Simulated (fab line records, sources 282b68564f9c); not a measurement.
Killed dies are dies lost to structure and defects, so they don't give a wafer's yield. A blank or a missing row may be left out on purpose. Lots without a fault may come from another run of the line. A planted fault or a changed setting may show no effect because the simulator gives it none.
One fault seen from 2 desks | flow rit_cmos | each desk has only its own numbers; what lay behind them comes last

THE METROLOGY DESK
What the gauges read, lot by lot, whatever tool the lot ran on: means of the sampled wafers that have a number. A lot is out of limits, marked OUT, if its mean lies more than 4 standard deviations from the usual mean; the brackets give that distance.
Columns: A = INCOMING_BOW at RIT_ACTIVE_BOW_MEAS_00, usual 0 um; B = NLDD_OVL at RIT_NLDD_OVL_MEAS_06, usual -0.8 nm; C = NSD_RS at RIT_SDANNEAL_RS_MEAS_05, usual 84.8 ohm/sq
lot  | first seen here | A  | B    | C
L453 | day 1 10:01     | 2  | 0.7  | 84.7
L455 | day 1 20:01     | 2  | -3.7 | 85.0
L456 | day 2 01:00     | -5 | -1.8 | 84.2
L457 | day 2 06:02     | 1  | -1.7 | 84.8
L458 | day 2 11:00     | 4  | 0.5  | 84.5
L459 | day 2 16:00     | -5 | -1.0 | 84.5
L460 | day 2 21:00     | 0  | 0.6  | 84.7
L461 | day 3 02:00     | -2 | 0.4  | 84.9
L462 | day 3 07:00     | 1  | 2.2  | 84.6
L464 | day 3 17:00     | 0  | -1.3 | 84.6
L470 | day 4 23:00     | 2  | 0.4  | 85.5
L472 | day 5 09:00     | -3 | -1.9 | 84.9
L473 | day 5 14:00     | -1 | -1.5 | 84.9
L476 | day 6 05:01     | -3 | -1.0 | 84.9
This desk's finding: nothing out of limits on any of the 14 lots.

THE TOOL OWNER'S DESK: litho_track-01
The tool's own readings at RIT_CONTACT_SOFTBAKE_04 (time 60 s): means of the sampled wafers that have a number, for each lot that ran on this tool. A lot is out of limits, marked OUT, if its mean lies more than 4 standard deviations from the usual mean; the brackets give that distance.
Columns: A = heater_power_total_W at RIT_CONTACT_SOFTBAKE_04, usual 34.56 W; B = plate_temp_C at RIT_CONTACT_SOFTBAKE_04, usual 89.99 C
lot  | first seen here | A                | B
L455 | day 4 02:28     | 34.55            | 89.95
L457 | day 4 08:26     | 34.58            | 90.01
L458 | day 4 11:19     | 34.60            | 90.00
L459 | day 4 18:59     | 34.62            | 90.04
L461 | day 5 05:17     | 35.01 (+8.8) OUT | 90.84 (+7.8) OUT
L464 | day 5 19:43     | 35.01 (+8.8) OUT | 90.77 (+7.1) OUT
This desk's finding: out of limits on L461, L464; first on L461, day 5 05:17 (heater_power_total_W at RIT_CONTACT_SOFTBAKE_04). In limits: L455, L457, L458, L459.

PUT TOGETHER
The tool owner's desk could have raised an alarm at day 5 05:17, on L461, L464.
The metrology desk saw nothing out of limits.
The metrology desk has L461, L464 on record, within its limits.
Of the lots named, all ran RIT_CONTACT_SOFTBAKE_04 on litho_track-01.

WHAT THE SIMULATOR HAD PUT IN
Process parameter drift: litho_track-01, from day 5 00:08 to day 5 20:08, at RIT_CONTACT_SOFTBAKE_04. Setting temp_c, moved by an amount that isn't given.
Lots struck among those shown: L461, L464.
Hours from the fault's start to each desk's first reading out of limits: the tool owner's desk, 5.
